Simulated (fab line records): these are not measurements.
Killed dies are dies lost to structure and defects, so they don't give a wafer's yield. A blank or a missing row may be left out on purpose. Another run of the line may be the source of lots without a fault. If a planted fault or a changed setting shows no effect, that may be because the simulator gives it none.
Lot-split experiment ; flow rit-cmos ; on a route of 202 steps: 5 lots, 23 wafers read

== SPLIT DETAILS ==
At RIT_ACTIVE_COAT_06 (resist thk 1000 nm), the setting resist-thk-nm was moved away from the recipe's 1000 nm on 6 of the 23 wafers read, by -5.8% to +4.8%. For the rest of the wafers, this setting stayed at what the recipe calls for.

Reading taken at the split's own step.

== THE READING ==
NOVOLAK_of_ACTIVE_COAT_06.thk-nm (the simulator's own value, which no gauge read), in nm, at RIT_ACTIVE_COAT_06 (resist thk 1000 nm). The file gives no usual value for it. Average 998.0 nm, standard deviation 2.1 nm, over the 17 wafers here run with the recipe.

wafer;tool, chamber at the split;resist-thk-nm as run, nm;against the recipe;NOVOLAK_of_ACTIVE_COAT_06.thk-nm, nm;against lot-mates on the recipe
L074.2;litho-track-03, 0;941.8;-5.8%;938.1;-60.5
L074.3;litho-track-03, 0;1000;recipe;999.6;-
L074.4;litho-track-03, 0;941.8;-5.8%;939.6;-59.0
L074.5;litho-track-03, 0;1000;recipe;997.8;-
L074.6;litho-track-03, 0;1000;recipe;998.3;-
L076.2;litho-track-01, 0;1000;recipe;997.2;-
L076.5;litho-track-01, 0;1000;recipe;999.7;-
L076.6;litho-track-01, 0;1000;recipe;996.9;-
L080.1;litho-track-02, 0;1000;recipe;998.5;-
L080.3;litho-track-02, 0;1000;recipe;994.3;-
L080.4;litho-track-02, 0;1000;recipe;995.2;-
L080.5;litho-track-02, 0;1000;recipe;994.1;-
L080.6;litho-track-02, 0;1000;recipe;997.4;-
L081.1;litho-track-03, 0;1000;recipe;999.6;-
L081.2;litho-track-03, 0;1000;recipe;1003;-
L081.4;litho-track-03, 0;1048;+4.8%;1046;+45.6
L081.5;litho-track-03, 0;1000;recipe;998.6;-
L081.6;litho-track-03, 0;1048;+4.8%;1049;+48.6
L084.2;litho-track-01, 0;1000;recipe;998.5;-
L084.3;litho-track-01, 0;1000;recipe;998.9;-
L084.4;litho-track-01, 0;1000;recipe;998.1;-
L084.5;litho-track-01, 0;965.5;-3.4%;962.9;-35.6
L084.6;litho-track-01, 0;965.5;-3.4%;962.8;-35.7

THE FIT
A straight line over all 23 wafers: NOVOLAK_of_ACTIVE_COAT_06.thk-nm changes by +10.2 nm for each +1% of resist-thk-nm; r = +1.00; the points scatter about the line by 2 nm.
The same after taking each lot's own level away (the mean of its wafers on the recipe; 23 wafers): +10.1 nm for each +1%; r = +1.00; scatter 1.4 nm.
Per that fit: largest resist-thk-nm move, reading shift of 59 nm.
Across the lots, their own levels run from 995.90 to 1000.40 nm, a range of 2.2 times the standard deviation given above.
The two slopes are in agreement: the lot-to-lot level therefore moves the slope only a little.
Check: with one of the wafers moved furthest among these (-5.8%) left out of the fit, the line predicts -58.6 nm for it against its lot-mates. Against them it came out at -60.5 nm.

== FILE'S OWN FIT ==
NOVOLAK_of_ACTIVE_COAT_06.thk-nm changes by +10.2 nm for each +1% of resist-thk-nm, r = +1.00.
